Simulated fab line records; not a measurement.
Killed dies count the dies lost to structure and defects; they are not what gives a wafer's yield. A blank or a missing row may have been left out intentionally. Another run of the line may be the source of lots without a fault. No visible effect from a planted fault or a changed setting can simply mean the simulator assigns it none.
fab line records | flow ritCmos
[record] lots = 14 | wafers = 42 | lastDay = 7
route steps=202 shown M1@196
lots with no fault: from the same line, run without faults
startH: hours from the record's opening day to when the first of the lot's shown wafers began | waitH: time in hours since the lot's previous step | " the same as in the row above | L1.1+2: a row that stands for several wafers | - no value present, or no start provided | * or withheld: withheld | < > ~ a bound
route shown NAME@n: a module of which the file shows steps, and the number in the route of the first | usual: mean/standard deviation taken from wafers without a fault | same: alike in all rows | chamber/n: place in a boat | sites: the reading at each site | _std_site: the values' standard deviation | _edge_site: outer sites' mean less inner sites' | radiusMm: how far each site lies from the wafer's centre | mask NAME#n: copy n | behind: the most recent tool/chamber to have shaped the wafer | hold: the reason the lot was held/the length of the hold in hours/how it ended | device: the n, p or np transistor that did not switch | end of line: at the end of the route, the tests of the same wafers | step lacking rows: just its recipe | killed: the dies lost at the first sort to structure and to defects; this is not the yield of the wafer | map: shows each die of a wafer: x if killed, . if not, _ if none is there
set.NAME: the setting as run; set.NAME@STEP: as run at that earlier step | model.NAME: the simulator's own value behind a step, which no gauge read
route steps across a sampled set of lots; one table per step, one row per wafer
services: from which hour (startH, from the record's first day; less than 0 if before it) a tool's chamber was out of use, for how many hours, and why
[[steps]]
[step RIT_M1_METAL_ETCH_12]
[recipe] stopOn = SiO2 | chemistry = Cl2/BCl3 | target = Al | timeS = 165 | overEtchFrac = 0.5 | pressureMtorr = 100 | targetDepthA = 6000 | rfW = 250 | Cl2_flow_sccm = 60 | bcl3FlowSccm = 50
[usual] bcl3FlowSccm = 49.99/0.14 | chamberPressureMTorr = 100.02/0.09 | drypumpMotorCurrentA = 5.8/0.47 | oesProductAu = 0.779/0.011 | throttleValvePct = 8.28/0.11
lot.wafer | tool        | chamber | startH | waitH | bcl3FlowSccm | chamberPressureMTorr | drypumpMotorCurrentA | oesProductAu | rfHoursCounterH | throttleValvePct
L239.2    | rieMetal-01 | 1       | 57.19  | 0.2   | 49.97        | 99.96                | 5.8                  | 0.779        | 33              | 8.24
L239.4    | "           | 1       | "      | "     | 50.08        | 100.07               | 5.8                  | 0.777        | -               | 8.25
L239.6    | "           | 1       | "      | "     | 50.06        | 100.15               | 5.8                  | 0.784        | -               | 8.23
L241.1    | rieMetal-02 | 1       | 64.30  | 0.2   | 50.03        | 99.97                | 6.6                  | 0.777        | 3               | 8.25
L241.2    | "           | 0       | "      | "     | 49.92        | 100.08               | 5.1                  | 0.781        | 2               | 8.36
L241.5    | "           | 0       | "      | "     | 50.24        | 99.97                | 5.1                  | 0.792        | -               | 8.37
L242.1    | rieMetal-01 | 0       | 71.16  | 0.2   | 49.96        | 99.95                | 6.0                  | 0.767        | 32              | 8.20
L242.2    | "           | 1       | "      | "     | 50.13        | 100.17               | 5.8                  | 0.793        | 33              | 8.24
L242.3    | "           | 1       | "      | "     | 49.92        | 100.03               | 5.8                  | 0.793        | -               | 8.25
L244.2    | rieMetal-02 | 0       | 80.49  | 0.2   | 49.90        | 100.07               | 5.1                  | 0.788        | 2               | 8.35
L244.3    | "           | 0       | "      | "     | 50.00        | 100.11               | 5.1                  | 0.783        | -               | 8.35
L244.4    | "           | 1       | "      | "     | 49.94        | 100.06               | 6.7                  | 0.769        | -               | 8.24
L245.1    | rieMetal-01 | 0       | 86.65  | 0.2   | 49.81        | 100.05               | 6.0                  | 0.759        | 33              | 8.23
L245.2    | "           | 1       | "      | "     | 49.85        | 99.93                | 5.8                  | 0.788        | 33              | 8.25
L245.4    | "           | 0       | "      | "     | 49.90        | 99.89                | 6.0                  | 0.753        | -               | 8.20
L246.3    | rieMetal-03 | 0       | 93.37  | 0.2   | 49.93        | 100.13               | 5.8                  | 0.791        | -               | 8.44
L246.5    | "           | 1       | "      | "     | 49.86        | 100.24               | 5.7                  | 0.784        | -               | 8.14
L246.6    | "           | 0       | "      | "     | 49.71        | 99.91                | 5.8                  | 0.793        | -               | 8.44
L249.1    | rieMetal-03 | 0       | 107.99 | 0.2   | 50.06        | 99.93                | 5.8                  | 0.779        | 1               | 8.45
L249.4    | "           | 0       | "      | "     | 49.96        | 100.04               | 5.8                  | 0.783        | -               | 8.44
L249.5    | "           | 0       | "      | "     | 50.02        | 100.02               | 5.8                  | 0.790        | -               | 8.45
L254.1    | rieMetal-01 | 1       | 130.39 | 0.2   | -            | -                    | -                    | -            | -               | -
L254.2    | "           | 0       | "      | "     | -            | -                    | -                    | -            | -               | -
L254.4    | "           | 0       | "      | "     | -            | -                    | -                    | -            | -               | -
L255.1    | rieMetal-03 | 1       | 136.35 | 0.2   | -            | -                    | -                    | -            | -               | -
L255.3    | "           | 1       | "      | "     | -            | -                    | -                    | -            | -               | -
L255.5    | "           | 0       | "      | "     | -            | -                    | -                    | -            | -               | -
L257.1    | rieMetal-03 | 1       | 147.59 | 0.2   | 50.23        | 99.92                | 5.7                  | 0.770        | 2               | 8.14
L257.5    | "           | 1       | "      | "     | 50.09        | 100.11               | 5.7                  | 0.766        | -               | 8.15
L257.6    | "           | 0       | "      | "     | 49.86        | 100.01               | 5.8                  | 0.780        | -               | 8.45
L259.3    | rieMetal-03 | 1       | 155.78 | 0.2   | 49.99        | 99.97                | 5.7                  | 0.774        | -               | 8.14
L259.4    | "           | 0       | "      | "     | 49.98        | 100.28               | 5.8                  | 0.777        | -               | 8.45
L259.5    | "           | 0       | "      | "     | 49.67        | 99.93                | 5.8                  | 0.783        | -               | 8.48
L260.3    | rieMetal-01 | 0       | 159.84 | 0.2   | 50.09        | 100.02               | 6.0                  | 0.802        | -               | 8.20
L260.4    | "           | 1       | "      | "     | 49.92        | 99.98                | 5.8                  | 0.791        | -               | 8.22
L260.5    | "           | 1       | "      | "     | 49.89        | 100.08               | 5.8                  | 0.794        | -               | 8.25
L261.3    | rieMetal-02 | 1       | 167.76 | 0.2   | 50.08        | 99.96                | 6.6                  | 0.774        | -               | 8.22
L261.4    | "           | 0       | "      | "     | 50.01        | 100.09               | 5.0                  | 0.775        | -               | 8.36
L261.5    | "           | 1       | "      | "     | 49.93        | 99.68                | 6.6                  | 0.761        | -               | 8.23
L262.2    | rieMetal-03 | 1       | 176.08 | 0.2   | 49.99        | 100.01               | 5.7                  | 0.762        | 2               | 8.13
L262.5    | "           | 1       | "      | "     | 49.97        | 99.98                | 5.7                  | 0.778        | -               | 8.14
L262.6    | "           | 0       | "      | "     | 49.86        | 99.97                | 5.8                  | 0.785        | -               | 8.47
[step RIT_M1_CD_MEAS_90]
[recipe] targetCdNm = 2600
[usual] cdNm = 2600.1/2.5
lot.wafer | tool     | chamber | startH | waitH | cdNm
L239.2    | cdSem-01 | -       | 57.72  | 0.1   | 2602.4
L239.4    | "        | -       | "      | "     | 2607.0
L239.6    | "        | -       | "      | "     | 2604.8
L241.1    | cdSem-01 | -       | 64.81  | 0.1   | 2597.0
L241.2    | "        | -       | "      | "     | 2599.0
L241.5    | "        | -       | "      | "     | 2596.9
L242.1    | cdSem-02 | -       | 71.69  | 0.1   | 2599.8
L242.2    | "        | -       | "      | "     | 2599.4
L242.3    | "        | -       | "      | "     | 2600.3
L244.2    | cdSem-02 | -       | 81.04  | 0.1   | 2601.0
L244.3    | "        | -       | "      | "     | 2601.7
L244.4    | "        | -       | "      | "     | 2603.5
L245.1    | cdSem-02 | -       | 87.20  | 0.1   | 2594.3
L245.2    | "        | -       | "      | "     | 2597.5
L245.4    | "        | -       | "      | "     | 2596.0
L246.3    | cdSem-02 | -       | 93.87  | 0.1   | 2601.6
L246.5    | "        | -       | "      | "     | 2600.4
L246.6    | "        | -       | "      | "     | 2598.6
L249.1    | cdSem-01 | -       | 108.50 | 0.1   | 2597.2
L249.4    | "        | -       | "      | "     | 2600.9
L249.5    | "        | -       | "      | "     | 2601.2
L254.1    | cdSem-02 | -       | 130.90 | 0.1   | -
L254.2    | "        | -       | "      | "     | -
L254.4    | "        | -       | "      | "     | -
L255.1    | cdSem-02 | -       | 136.86 | 0.1   | -
L255.3    | "        | -       | "      | "     | -
L255.5    | "        | -       | "      | "     | -
L257.1    | cdSem-02 | -       | 148.13 | 0.1   | 2601.3
L257.5    | "        | -       | "      | "     | 2601.4
L257.6    | "        | -       | "      | "     | 2601.6
L259.3    | cdSem-01 | -       | 156.31 | 0.1   | 2598.2
L259.4    | "        | -       | "      | "     | 2597.8
L259.5    | "        | -       | "      | "     | 2597.9
L260.3    | cdSem-02 | -       | 160.34 | 0.1   | 2603.2
L260.4    | "        | -       | "      | "     | 2602.5
L260.5    | "        | -       | "      | "     | 2602.3
L261.3    | cdSem-02 | -       | 168.27 | 0.1   | 2601.3
L261.4    | "        | -       | "      | "     | 2599.1
L261.5    | "        | -       | "      | "     | 2600.8
L262.2    | cdSem-02 | -       | 176.62 | 0.1   | 2598.6
L262.5    | "        | -       | "      | "     | 2599.1
L262.6    | "        | -       | "      | "     | 2597.6
[step RIT_M1_PROBE_99]
[usual] defectLimitedYield = 97.5/1.2 | killed_at_M0_to_M3 = 0.0/0.083 | killedAtContacts = 0.1/0.24 | killedAtFrontEnd = 7/3.1 | killedDies = 7/3.1 | killedOnRim = 1.8/1.4 | killedOpen = 3.3/2 | killedShort = 3.4/2.1 | sort_bin_3_pad_short = 0.1/0.21 | sort_bin_5_function = 1.4/0.79 | sort_bin_6_memory = 1.0/0.65 | sortNPass = 257/3.1 | sortYieldPct = 97.5/1.2
[same] grossDies = 264 | killed_at_M4_up = 0 | killedAtBackSide = 0 | killedAtOther = 0
lot.wafer | tool      | chamber | startH | waitH | defectLimitedYield[%] | killed_at_M0_to_M3 | killedAtContacts | killedAtFrontEnd | killedDies | killedOnRim | killedOpen | killedShort | sort_bin_3_pad_short[%] | sort_bin_5_function[%] | sort_bin_6_memory[%] | sortNPass | sortYieldPct[%]
L245.1    | prober-01 | -       | 88.94  | 0.1   | 95.5                  | 0                  | 0                | 12               | 12         | 3           | 6          | 6           | 0                       | 2.7                    | 1.9                  | 252       | 95.5
L245.2    | prober-01 | -       | 88.99  | 0.1   | 96.2                  | 0                  | 0                | 10               | 10         | 5           | 4          | 6           | 0                       | 3.4                    | 0.4                  | 254       | 96.2
L245.4    | prober-01 | -       | 89.09  | 0.2   | 97.7                  | 0                  | 0                | 6                | 6          | 1           | 4          | 2           | 0                       | 0.8                    | 1.5                  | 258       | 97.7
L254.1    | prober-01 | -       | 132.64 | 0.1   | 0                     | 255                | 0                | 9                | 264        | 70          | 3          | 6           | 0                       | 98.9                   | 1.1                  | 0         | 0
L254.2    | prober-01 | -       | 132.69 | 0.1   | 0                     | 259                | 1                | 4                | 264        | 70          | 1          | 4           | 0                       | 99.6                   | 0.4                  | 0         | 0
L254.4    | prober-01 | -       | 132.79 | 0.2   | 0                     | 261                | 0                | 3                | 264        | 70          | 2          | 1           | 0                       | 99.2                   | 0.8                  | 0         | 0
L255.1    | prober-02 | -       | 138.60 | 0.1   | 0                     | 258                | 0                | 6                | 264        | 70          | 3          | 3           | 0                       | 98.5                   | 1.5                  | 0         | 0
L255.3    | prober-02 | -       | 138.70 | 0.2   | 0                     | 258                | 0                | 6                | 264        | 70          | 2          | 4           | 0                       | 98.9                   | 1.1                  | 0         | 0
L255.5    | prober-02 | -       | 138.80 | 0.2   | 0                     | 255                | 0                | 9                | 264        | 70          | 8          | 1           | 0                       | 98.5                   | 1.5                  | 0         | 0
L257.6    | prober-02 | -       | 150.12 | 0.2   | 98.1                  | 0                  | 1                | 4                | 5          | 1           | 3          | 2           | 0                       | 1.5                    | 0.4                  | 259       | 98.1
L259.3    | prober-02 | -       | 159.41 | 0.2   | 97.0                  | 0                  | 0                | 8                | 8          | 1           | 4          | 4           | 0.4                     | 1.5                    | 1.1                  | 256       | 97.0
L259.4    | prober-02 | -       | 159.46 | 0.2   | 98.1                  | 0                  | 0                | 5                | 5          | 1           | 4          | 1           | 0                       | 1.1                    | 0.8                  | 259       | 98.1
L259.5    | prober-02 | -       | 159.51 | 0.2   | 97.7                  | 0                  | 0                | 6                | 6          | 1           | 3          | 3           | 0                       | 0.8                    | 1.5                  | 258       | 97.7
L260.3    | prober-01 | -       | 162.14 | 0.2   | 100.0                 | 0                  | 0                | 0                | 0          | 0           | 0          | 0           | 0                       | 0                      | 0                    | 264       | 100.0
L260.4    | prober-01 | -       | 162.19 | 0.2   | 97.3                  | 0                  | 1                | 6                | 7          | 0           | 3          | 4           | 0.4                     | 1.1                    | 1.1                  | 257       | 97.3
L260.5    | prober-01 | -       | 162.24 | 0.2   | 98.1                  | 0                  | 0                | 5                | 5          | 1           | 5          | 0           | 0                       | 1.9                    | 0                    | 259       | 98.1
L261.3    | prober-02 | -       | 170.48 | 0.2   | 98.9                  | 0                  | 0                | 3                | 3          | 1           | 1          | 2           | 0                       | 0.4                    | 0.8                  | 261       | 98.9
L261.4    | prober-02 | -       | 170.53 | 0.2   | 98.9                  | 0                  | 0                | 3                | 3          | 0           | 1          | 2           | 0                       | 1.1                    | 0                    | 261       | 98.9
L261.5    | prober-02 | -       | 170.58 | 0.2   | 98.1                  | 0                  | 0                | 5                | 5          | 0           | 3          | 2           | 0.4                     | 0.8                    | 0.8                  | 259       | 98.1
L262.2    | prober-01 | -       | 178.72 | 0.1   | 99.2                  | 0                  | 0                | 2                | 2          | 0           | 0          | 2           | 0                       | 0.8                    | 0                    | 262       | 99.2
L262.5    | prober-01 | -       | 178.87 | 0.2   | 98.5                  | 0                  | 0                | 4                | 4          | 1           | 3          | 1           | 0                       | 0                      | 1.5                  | 260       | 98.5
L262.6    | prober-01 | -       | 178.92 | 0.2   | 97.3                  | 0                  | 0                | 7                | 7          | 0           | 5          | 2           | 0                       | 1.5                    | 1.1                  | 257       | 97.3
// killed by level:class
L245.1 GATE:geometricParticle:short=2 GATE:geometricParticle:open=2 REOX:geometricParticle:short=2 SILICIDE:geometricParticle:open=2 FOX2:geometricParticle:short=1 REOX:geometricParticle:open=1 SPACER:geometricParticle:open=1 SILICIDE:geometricParticle:short=1
L245.2 REOX:geometricParticle:short=4 FOX2:geometricParticle:open=2 GATE:geometricParticle:short=2 FOX1:geometricParticle:open=1 SILICIDE:geometricParticle:open=1
L245.4 SPACER:geometricParticle:short=2 FOX1:geometricParticle:open=1 GATE:geometricParticle:open=1 SPACER:geometricParticle:open=1 SILICIDE:geometricParticle:open=1
L254.1 M1:areaEtch=255 GATE:geometricParticle:short=2 GATE:geometricParticle:open=2 REOX:geometricParticle:short=2 FOX1:geometricParticle:short=1 REOX:geometricParticle:open=1 SPACER:geometricParticle:short=1
L254.2 M1:areaEtch=259 FOX2:geometricParticle:short=2 GATE:geometricParticle:short=1 GATE:geometricParticle:open=1 CONTACT:geometricParticle:short=1
L254.4 M1:areaEtch=261 FOX1:geometricParticle:open=1 FOX2:geometricParticle:open=1 SPACER:geometricParticle:short=1
L255.1 M1:areaEtch=258 GATE:geometricParticle:short=2 SPACER:geometricParticle:open=2 FOX1:geometricParticle:short=1 GATE:geometricParticle:open=1
L255.3 M1:areaEtch=258 GATE:geometricParticle:open=1 GATE:geometricParticle:short=1 REOX:geometricParticle:short=1 SPACER:geometricParticle:short=1 SPACER:geometricParticle:open=1 SILICIDE:geometricParticle:short=1
L255.5 M1:areaEtch=255 GATE:geometricParticle:open=5 SPACER:geometricParticle:open=2 GATE:geometricParticle:short=1 SILICIDE:geometricParticle:open=1
L257.6 GATE:geometricParticle:open=1 GATE:geometricParticle:short=1 REOX:geometricParticle:open=1 SILICIDE:geometricParticle:short=1 CONTACT:geometricParticle:open=1
L259.3 GATE:geometricParticle:open=2 SILICIDE:geometricParticle:short=2 FOX1:geometricParticle:open=1 FOX2:geometricParticle:short=1 FOX2:geometricParticle:open=1 GATE:geometricParticle:short=1
L259.4 FOX1:geometricParticle:open=1 GATE:geometricParticle:open=1 GATE:geometricParticle:short=1 SPACER:geometricParticle:open=1 SILICIDE:geometricParticle:open=1
L259.5 GATE:geometricParticle:short=3 GATE:geometricParticle:open=2 SILICIDE:geometricParticle:open=1
L260.4 FOX1:geometricParticle:open=1 FOX2:geometricParticle:short=1 GATE:geometricParticle:short=1 REOX:geometricParticle:open=1 SPACER:geometricParticle:short=1 SPACER:geometricParticle:open=1 CONTACT:geometricParticle:short=1
L260.5 REOX:geometricParticle:open=3 FOX1:geometricParticle:open=1 FOX2:geometricParticle:open=1
L261.3 SPACER:geometricParticle:short=2 FOX1:geometricParticle:open=1
L261.4 SPACER:geometricParticle:short=1 SILICIDE:geometricParticle:open=1 SILICIDE:geometricParticle:short=1
L261.5 SILICIDE:geometricParticle:short=2 FOX1:geometricParticle:open=1 GATE:geometricParticle:open=1 SILICIDE:geometricParticle:open=1
L262.2 FOX1:geometricParticle:short=1 SPACER:geometricParticle:short=1
L262.5 GATE:geometricParticle:open=2 SILICIDE:geometricParticle:short=1 SILICIDE:geometricParticle:open=1
L262.6 SILICIDE:geometricParticle:open=2 FOX1:geometricParticle:open=1 FOX2:geometricParticle:short=1 FOX2:geometricParticle:open=1 GATE:geometricParticle:open=1 SILICIDE:geometricParticle:short=1
[[services]]
tool        | chamber | startH | hours | kind
rieMetal-02 | -       | 71.71  | 2.8   | pm
rieMetal-01 | 0       | 94.32  | 30.1  | repair
rieMetal-01 | -       | 136.12 | 20.0  | pm
rieMetal-01 | 0       | 136.12 | 20.0  | ventCycle
rieMetal-01 | 1       | 136.12 | 20.0  | ventCycle
rieMetal-01 | 0       | 156.12 | -     | clean
rieMetal-01 | 1       | 156.12 | -     | clean
[[key]]
[firstSign] step = RIT_M1_METAL_ETCH_12 | reading = toolRecord | direction = missing
[effect] step = RIT_M1_CD_MEAS_90 | reading = cdNm | direction = missing
[effect] step = RIT_M1_PROBE_99 | reading = killed_at_M0_to_M3 | direction = up | sigmas = 99+ | usual = 0.0 | struck = 257.7
[moreKillsBornAt] RIT_M1_METAL_ETCH_12@rieMetal-01 = 775 | RIT_M1_METAL_ETCH_12@rieMetal-03 = 771
metAt RIT_M1_METAL_ETCH_12
struckLots L254,L255
laterRowsLeftOut L254.1,L254.2,L254.4,L255.1,L255.3,L255.5
onsetBetween 107.99 130.39
[fault] kind = skippedStepWhole | tool = rieMetal-01,rieMetal-03 | chamber = - | onsetH = 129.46 | steps = RIT_M1_METAL_ETCH_12 | scope = struckLotsOnly
// laterRowsLeftOut: the simulator's readings of these wafers behind a module that went badly wrong aren't trusted and aren't shown, but for the sort
